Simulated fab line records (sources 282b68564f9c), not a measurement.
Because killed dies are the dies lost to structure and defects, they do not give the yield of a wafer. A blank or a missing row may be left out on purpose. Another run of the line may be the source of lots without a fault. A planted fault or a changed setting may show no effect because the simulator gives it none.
Comparing a struck lot with a sound one	flow rit cmos	15 steps out of a route of 202
Sound: wafers L513.1, L513.2, L513.4. Wafers L521.2, L521.3, L521.4 were the ones struck. The cause comes at the end.
Each step with rows lists, per side, the tool, then ch with its chambers, then its first start. Under that, the readings that differ: sound wafers	struck wafers	difference of the means	sigmas: that difference in standard deviations of wafers without a fault.
alike: readings whose means differ by less than 2 such deviations, and words and numbers that are the same on both sides. not compared: withheld readings, readings that some wafer has no value for, bounds like >300 that may hide the same value, and numbers for which the record gives no deviation and whose values overlap.
A row with sigmas, a row that says differs or no value, or rows on one side alone: a step with any of these is where the two part. Numbers that don't overlap but have no deviation are shown without sigmas and don't part them. A reading missing from all wafers of one side parts the sides only when that side holds two or more wafers.

RIT_FOX2_THK_MEAS_01:
  struck on film metro-01, day 5 03:55; sound on film metro-04, day 3 12:43
  alike: FOX2_OXIDE_THK
then, 2 steps without rows for these wafers: RIT_FOX2_CLEAN_02 (cleans in dHF, time 180 s); RIT_FOX2_WET_ETCH_03 (etches Si3N4 in H3PO4, target depth 195 nm, time 2700 s).
RIT_FOX2_THK_MEAS_90:
  struck on film metro-04, day 5 04:48; sound on film metro-01, day 3 13:36
  alike: FIELD_OXIDE_LEFT_1_THK
then, 6 steps without rows for these wafers: RIT_NWELL_HMDS_00 (prime time 60 s); RIT_NWELL_COAT_01 (resist thk 1300 nm); RIT_NWELL_SOFTBAKE_02 (time 60 s); RIT_NWELL_EXPOSE_03 (exposes mask M2, target cd 43900 nm); RIT_NWELL_PEB_04; RIT_NWELL_DEVELOP_05 (develop time 68 s).
RIT_NWELL_OVL_MEAS_06:
  struck on overlay-01, day 5 05:58; sound on overlay-01, day 3 14:32
  alike: NWELL_OVL
then, 1 step without rows for these wafers: RIT_NWELL_HARDBAKE_07 (time 120 s).
RIT_NWELL_IMPLANT_08:
  sound on implanter-03 ch 0, day 3 14:50; struck on implanter-03 ch 0, day 5 06:17
reading	sound	struck	difference	sigmas
beam energy keV	170.01 170.02 170.04	173.49 173.52 173.57	+3.50	+73
model.implant.drp nm (nm)	68.82 68.82 68.82	69.89 69.89 69.89	+1.07	
  alike: beam on s
RIT_NWELL_STRIP_09: strips in O2, time 180 s.
  sound on plasma asher-04 ch 0,1, day 3 14:59; struck on plasma asher-02 ch 0,1, day 5 06:24
  alike: drypump motor current A
  not compared: rf hours counter h
RIT_M1_PROBE_99:
  struck on prober-02, day 7 00:41; sound on prober-02, day 5 04:48
  alike: killed at contacts, killed at front end, killed dies, killed open, killed short

WHERE THEY PART
At RIT_NWELL_IMPLANT_08 and nowhere else, as far as this record goes. Later steps at which nothing parts them and some readings are alike: RIT_NWELL_STRIP_09, RIT_M1_PROBE_99.

WHY: the cause the simulator had injected
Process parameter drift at RIT_NWELL_IMPLANT_08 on implanter-03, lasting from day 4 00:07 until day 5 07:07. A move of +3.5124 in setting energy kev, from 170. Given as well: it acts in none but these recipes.
